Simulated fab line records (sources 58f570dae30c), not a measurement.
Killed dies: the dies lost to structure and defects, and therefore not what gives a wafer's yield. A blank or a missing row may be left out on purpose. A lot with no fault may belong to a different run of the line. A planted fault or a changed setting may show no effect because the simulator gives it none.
A sampling plan put to the test || flow berkeley cmos170 || one fab line, 19 faults that these records tell of, each judged on the records of the lots that it struck; 7 more are left out, because the records don't allow judging them
The plan is the line's own looks: the steps of the route at which a gauge or an inspection reads the wafer and doesn't change it. A look is open to judgement when struck wafers have a number at it and the file gives its usual mean and standard deviation on fault-free wafers. Caught: the struck wafers' mean, at a look after the fault's first step, is 4 or more of those standard deviations (sigma) away from the usual mean. On the tool: the fault's steps, tested the same way using the tool's own readings. Another recipe on the struck wafers, or a record that is blank for them alone, also counts as caught.

== THE FAULTS, as the simulator had put them in ==
1. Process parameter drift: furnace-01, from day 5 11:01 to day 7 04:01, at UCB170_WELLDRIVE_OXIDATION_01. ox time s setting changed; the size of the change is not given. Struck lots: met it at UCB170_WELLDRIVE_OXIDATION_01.
2. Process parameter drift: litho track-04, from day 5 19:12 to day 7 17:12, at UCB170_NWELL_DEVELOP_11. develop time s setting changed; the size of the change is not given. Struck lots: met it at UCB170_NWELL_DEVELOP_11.
3. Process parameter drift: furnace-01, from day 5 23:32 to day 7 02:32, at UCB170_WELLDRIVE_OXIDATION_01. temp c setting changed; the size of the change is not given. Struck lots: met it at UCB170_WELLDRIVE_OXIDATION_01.
4. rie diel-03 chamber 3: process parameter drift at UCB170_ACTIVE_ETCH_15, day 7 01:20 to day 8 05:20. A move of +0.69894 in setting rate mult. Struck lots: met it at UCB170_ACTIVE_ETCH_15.
5. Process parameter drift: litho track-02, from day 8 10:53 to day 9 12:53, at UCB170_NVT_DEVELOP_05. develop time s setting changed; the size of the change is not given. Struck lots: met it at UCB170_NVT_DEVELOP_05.
6. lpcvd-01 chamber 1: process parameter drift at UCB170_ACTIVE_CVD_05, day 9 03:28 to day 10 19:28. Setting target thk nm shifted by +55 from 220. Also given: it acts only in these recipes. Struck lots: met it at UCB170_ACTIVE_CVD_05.
7. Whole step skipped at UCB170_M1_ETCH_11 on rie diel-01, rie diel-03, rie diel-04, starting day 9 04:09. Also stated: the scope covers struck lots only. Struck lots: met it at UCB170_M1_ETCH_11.
8. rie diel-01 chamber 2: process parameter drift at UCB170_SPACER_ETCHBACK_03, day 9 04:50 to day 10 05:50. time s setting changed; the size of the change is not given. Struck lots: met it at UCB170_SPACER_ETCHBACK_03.
9. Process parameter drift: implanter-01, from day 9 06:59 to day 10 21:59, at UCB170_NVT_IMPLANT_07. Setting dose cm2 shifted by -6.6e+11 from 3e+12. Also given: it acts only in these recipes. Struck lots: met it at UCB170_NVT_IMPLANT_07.
10. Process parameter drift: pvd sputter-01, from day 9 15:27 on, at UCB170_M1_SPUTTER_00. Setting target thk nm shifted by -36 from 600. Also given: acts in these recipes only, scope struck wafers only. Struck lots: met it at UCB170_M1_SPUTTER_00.
11. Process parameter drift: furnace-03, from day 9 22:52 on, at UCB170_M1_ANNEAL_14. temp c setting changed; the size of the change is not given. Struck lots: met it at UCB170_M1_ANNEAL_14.
12. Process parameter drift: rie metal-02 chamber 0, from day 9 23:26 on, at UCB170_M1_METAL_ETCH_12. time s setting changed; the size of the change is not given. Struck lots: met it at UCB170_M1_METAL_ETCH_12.
13. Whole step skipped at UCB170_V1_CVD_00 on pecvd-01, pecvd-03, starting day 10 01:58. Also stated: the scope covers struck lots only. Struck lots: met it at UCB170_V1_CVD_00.
14. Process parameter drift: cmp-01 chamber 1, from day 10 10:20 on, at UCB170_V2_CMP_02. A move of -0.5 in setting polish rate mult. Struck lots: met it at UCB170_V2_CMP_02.
15. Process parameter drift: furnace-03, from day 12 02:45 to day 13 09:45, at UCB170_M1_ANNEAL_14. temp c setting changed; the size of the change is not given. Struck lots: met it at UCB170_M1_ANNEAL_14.
16. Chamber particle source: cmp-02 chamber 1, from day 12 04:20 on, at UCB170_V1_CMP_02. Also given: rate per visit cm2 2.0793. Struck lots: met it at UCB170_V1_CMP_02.
17. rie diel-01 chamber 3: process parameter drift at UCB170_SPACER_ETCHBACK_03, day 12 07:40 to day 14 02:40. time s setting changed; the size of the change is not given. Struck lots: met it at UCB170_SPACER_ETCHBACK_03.
18. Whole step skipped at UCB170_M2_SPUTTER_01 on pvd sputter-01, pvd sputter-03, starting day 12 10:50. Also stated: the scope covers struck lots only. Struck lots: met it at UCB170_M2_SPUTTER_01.
19. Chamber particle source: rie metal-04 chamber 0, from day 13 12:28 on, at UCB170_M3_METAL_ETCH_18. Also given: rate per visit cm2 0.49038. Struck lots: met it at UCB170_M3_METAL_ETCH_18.

== WHAT THE PLAN SAW ==
{"fault": 1, "on the tool itself": "under 2 sigma", "first look that catches it": "UCB170_WELLDRIVE_THK_MEAS_02", "reading, sigma": "WELLDRIVE_OXIDE_THK -11", "median hours from its first step to that look": 3.5, "hours from the fault's start to the first struck lot there": 11, "judged looks passed uncaught": 0}
{"fault": 2, "on the tool itself": "under 2 sigma", "first look that catches it": "UCB170_NWELL_TW_MEAS_16", "reading, sigma": "NWELL_TW -99 or beyond", "median hours from its first step to that look": 1.0, "hours from the fault's start to the first struck lot there": 7, "judged looks passed uncaught": 0}
{"fault": 3, "on the tool itself": "tube center temp C +99 or beyond sigma", "first look that catches it": "UCB170_WELLDRIVE_THK_MEAS_02", "reading, sigma": "WELLDRIVE_OXIDE_THK +6.2", "median hours from its first step to that look": 3.5, "hours from the fault's start to the first struck lot there": 9, "judged looks passed uncaught": 0}
{"fault": 4, "on the tool itself": "under 2 sigma", "first look that catches it": "not the one look that can be judged after it", "reading, sigma": "-", "median hours from its first step to that look": "-", "hours from the fault's start to the first struck lot there": "-", "judged looks passed uncaught": 1}
{"fault": 5, "on the tool itself": "under 2 sigma", "first look that catches it": "UCB170_NVT_TW_MEAS_09", "reading, sigma": "NVT_TW -99 or beyond", "median hours from its first step to that look": 1.2, "hours from the fault's start to the first struck lot there": 8, "judged looks passed uncaught": 0}
{"fault": 6, "on the tool itself": "under 2 sigma", "first look that catches it": "UCB170_ACTIVE_THK_MEAS_06", "reading, sigma": "ACTIVE_NITRIDE_THK +23", "median hours from its first step to that look": 3.0, "hours from the fault's start to the first struck lot there": 12, "judged looks passed uncaught": 0}
{"fault": 7, "on the tool itself": "the tool's record is blank for the struck wafers", "first look that catches it": "no look after it can be judged", "reading, sigma": "-", "median hours from its first step to that look": "-", "hours from the fault's start to the first struck lot there": "-", "judged looks passed uncaught": 0}
{"fault": 8, "on the tool itself": "run length s -83 sigma", "first look that catches it": "no look after it can be judged", "reading, sigma": "-", "median hours from its first step to that look": "-", "hours from the fault's start to the first struck lot there": "-", "judged looks passed uncaught": 0}
{"fault": 9, "on the tool itself": "dose ions cm2 -99 or beyond sigma", "first look that catches it": "UCB170_NVT_TW_MEAS_09", "reading, sigma": "NVT_TW -14", "median hours from its first step to that look": 0.2, "hours from the fault's start to the first struck lot there": 0, "judged looks passed uncaught": 0}
{"fault": 10, "on the tool itself": "under 2 sigma", "first look that catches it": "UCB170_M1_RS_MEAS_01", "reading, sigma": "M1_AL_RS +6.4", "median hours from its first step to that look": 0.1, "hours from the fault's start to the first struck lot there": 7, "judged looks passed uncaught": 0}
{"fault": 11, "on the tool itself": "tube center temp C -99 or beyond sigma", "first look that catches it": "no look after it can be judged", "reading, sigma": "-", "median hours from its first step to that look": "-", "hours from the fault's start to the first struck lot there": "-", "judged looks passed uncaught": 0}
{"fault": 12, "on the tool itself": "run length s -14 sigma", "first look that catches it": "no look after it can be judged", "reading, sigma": "-", "median hours from its first step to that look": "-", "hours from the fault's start to the first struck lot there": "-", "judged looks passed uncaught": 0}
{"fault": 13, "on the tool itself": "the tool's record is blank for the struck wafers", "first look that catches it": "none of the 2 looks that can be judged after it", "reading, sigma": "strongest: V1_BOW at UCB170_V1_BOW_MEAS_03, -2.4", "median hours from its first step to that look": "-", "hours from the fault's start to the first struck lot there": "-", "judged looks passed uncaught": 2}
{"fault": 14, "on the tool itself": "under 2 sigma", "first look that catches it": "UCB170_V2_THK_MEAS_04", "reading, sigma": "V2_POLISHED_THK +99 or beyond", "median hours from its first step to that look": 0.4, "hours from the fault's start to the first struck lot there": 13, "judged looks passed uncaught": 0}
{"fault": 15, "on the tool itself": "tube center temp C -99 or beyond sigma", "first look that catches it": "no look after it can be judged", "reading, sigma": "-", "median hours from its first step to that look": "-", "hours from the fault's start to the first struck lot there": "-", "judged looks passed uncaught": 0}
{"fault": 16, "on the tool itself": "under 2 sigma", "first look that catches it": "none of the 2 looks that can be judged after it", "reading, sigma": "-", "median hours from its first step to that look": "-", "hours from the fault's start to the first struck lot there": "-", "judged looks passed uncaught": 2}
{"fault": 17, "on the tool itself": "run length s -84 sigma", "first look that catches it": "no look after it can be judged", "reading, sigma": "-", "median hours from its first step to that look": "-", "hours from the fault's start to the first struck lot there": "-", "judged looks passed uncaught": 0}
{"fault": 18, "on the tool itself": "the tool's record is blank for the struck wafers", "first look that catches it": "no look after it can be judged", "reading, sigma": "-", "median hours from its first step to that look": "-", "hours from the fault's start to the first struck lot there": "-", "judged looks passed uncaught": 0}
{"fault": 19, "on the tool itself": "under 2 sigma", "first look that catches it": "none of the 2 looks that can be judged after it", "reading, sigma": "-", "median hours from its first step to that look": "-", "hours from the fault's start to the first struck lot there": "-", "judged looks passed uncaught": 2}
A dash: the fault is not caught, or the number is missing from these records.

Caught at a look: 8 of 19. Caught on the tool: 10 of 19. By one or the other: 16 of 19.
Caught on the tool alone: faults 7, 8, 11, 12, 13, 15, 17, 18.
Caught at a look alone: faults 1, 2, 5, 6, 10, 14.
Caught by neither: faults 4, 16, 19.

== THINNER SAMPLING ==
Were the look that catches a fault to measure just every second or every third lot (counted by lot number), the first struck lot would, at worst, be measured this late:
{"fault": 1, "struck lots at that look, in order of time": "L653, L652", "every lot": "11 h", "every second lot": "11 h", "every third lot": "may miss all 2"}
{"fault": 2, "struck lots at that look, in order of time": "L757, L758", "every lot": "7 h", "every second lot": "7 h", "every third lot": "may miss all 2"}
{"fault": 3, "struck lots at that look, in order of time": "L777, L778, L776", "every lot": "9 h", "every second lot": "9 h", "every third lot": "9 h"}
{"fault": 5, "struck lots at that look, in order of time": "L941, L943", "every lot": "8 h", "every second lot": "may miss all 2", "every third lot": "may miss all 2"}
{"fault": 6, "struck lots at that look, in order of time": "L307", "every lot": "12 h", "every second lot": "may miss it", "every third lot": "may miss it"}
{"fault": 9, "struck lots at that look, in order of time": "L123, L124, L125", "every lot": "0 h", "every second lot": "0 h", "every third lot": "22 h"}
{"fault": 10, "struck lots at that look, in order of time": "L228, L231", "every lot": "7 h", "every second lot": "21 h", "every third lot": "may miss all 2"}
{"fault": 14, "struck lots at that look, in order of time": "L627", "every lot": "13 h", "every second lot": "may miss it", "every third lot": "may miss it"}
Hours are from the fault's start to the first struck lot that is measured. 4 sigma limit: tested on the pooled struck wafers, so a lone lot may be under it. Other struck lots may not be in these records.

== THE LONGEST TIMED WAY FROM STEP TO LOOK ==
For fault 1, UCB170_WELLDRIVE_OXIDATION_01 and UCB170_WELLDRIVE_THK_MEAS_02 are separated by a median of 3.5 hours. No look between them can be judged.
